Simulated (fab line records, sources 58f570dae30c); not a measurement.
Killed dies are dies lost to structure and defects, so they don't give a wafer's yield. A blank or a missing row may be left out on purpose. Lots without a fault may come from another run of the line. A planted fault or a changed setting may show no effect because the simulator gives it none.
Which tool did it? | flow berkeley_cmos170 | 13 lots, 39 wafers sampled, at 2 steps of a route of 331

WHAT THE GAUGES READ, wafer by wafer
UCB170_PFIELD_TW_MEAS_09.
lot  | measured    | on            | PFIELD_TW
L924 | day 4 03:13 | film_metro-03 | 611 609 604
L926 | day 4 18:02 | film_metro-03 | 603 605 609
L927 | day 4 18:10 | film_metro-03 | 605 606 607
L928 | day 5 04:34 | film_metro-03 | 606 607 601
L933 | day 6 10:22 | film_metro-04 | 61 62 62
L934 | day 6 10:41 | film_metro-04 | 64 63 63
L936 | day 6 23:44 | film_metro-04 | 606 605 606
L938 | day 7 07:04 | film_metro-04 | 599 604 604
L940 | day 8 03:04 | film_metro-04 | 604 608 607
L942 | day 8 04:02 | film_metro-04 | 606 606 607
L943 | day 8 22:49 | film_metro-03 | 608 604 607
L946 | day 9 04:03 | film_metro-01 | 600 604 596
L944 | day 9 04:11 | film_metro-04 | 604 608 607

WHICH TOOL RAN EACH LOT (tool, then ch and the chambers of the sampled wafers, then the start)
lot  | UCB170_PFIELD_DEVELOP_05
L924 | litho_track-02 ch 0, day 4 02:00
L926 | litho_track-04 ch 0, day 4 17:00
L927 | litho_track-02 ch 0, day 4 17:00
L928 | litho_track-04 ch 0, day 5 04:00
L933 | litho_track-02 ch 0, day 6 09:00
L934 | litho_track-02 ch 0, day 6 10:00
L936 | litho_track-04 ch 0, day 6 23:00
L938 | litho_track-01 ch 0, day 7 06:00
L940 | litho_track-04 ch 0, day 8 02:00
L942 | litho_track-01 ch 0, day 8 03:00
L943 | litho_track-04 ch 0, day 8 22:00
L946 | litho_track-04 ch 0, day 9 03:00
L944 | litho_track-01 ch 0, day 9 03:00
- UCB170_PFIELD_DEVELOP_05: develop time 45 s.

WHAT THE TOOLS THEMSELVES READ (means of the sampled wafers that have a number; where no wafer has one, the mark that the record gives instead)
The record holds no such reading with a usual standard deviation.

THE ANSWER, worked out from the rows above alone
Rule: what is usual is taken from the lots themselves. Put in order of their means at a reading, lots are off if they are a third of the lots or fewer, leave a main group of 4 or more, and stand apart from it by a gap of 3 or more times the standard deviation of the main group's means; of several such gaps the widest counts. A main group whose means are all the same, to the digits that the tables above print for the reading, isn't used. A lot without any number at a reading at which 4 lots or more have one is off too. The other lots that the step has rows for count as sound. The gauges are gone through in route order, then the tools' own readings, and for those a lot's mean is taken as printed above. The first step at which some lot is off is used, and at that step the reading that is off furthest; a lot without a number counts as furthest.
Off: L933, L934, at UCB170_PFIELD_TW_MEAS_09 (PFIELD_TW). The main group: mean 605, standard deviation 2.1.
A tool fits if, at a process step before that reading, it ran every lot that is off, and no sound lot after the first of them. The gauges at UCB170_PFIELD_TW_MEAS_09 are tried like those tools. One fits: litho_track-02 at UCB170_PFIELD_DEVELOP_05. Its last sound lot is L927 (day 4 17:00), its first lot that is off L933 (day 6 09:00): a fault that began between those two fits.

WHAT THE SIMULATOR HAD PUT IN
Process parameter drift: litho_track-02, from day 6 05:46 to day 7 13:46, at UCB170_PFIELD_DEVELOP_05. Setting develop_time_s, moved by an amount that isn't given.
Lots struck among those shown: L933, L934. The rule above found the same.
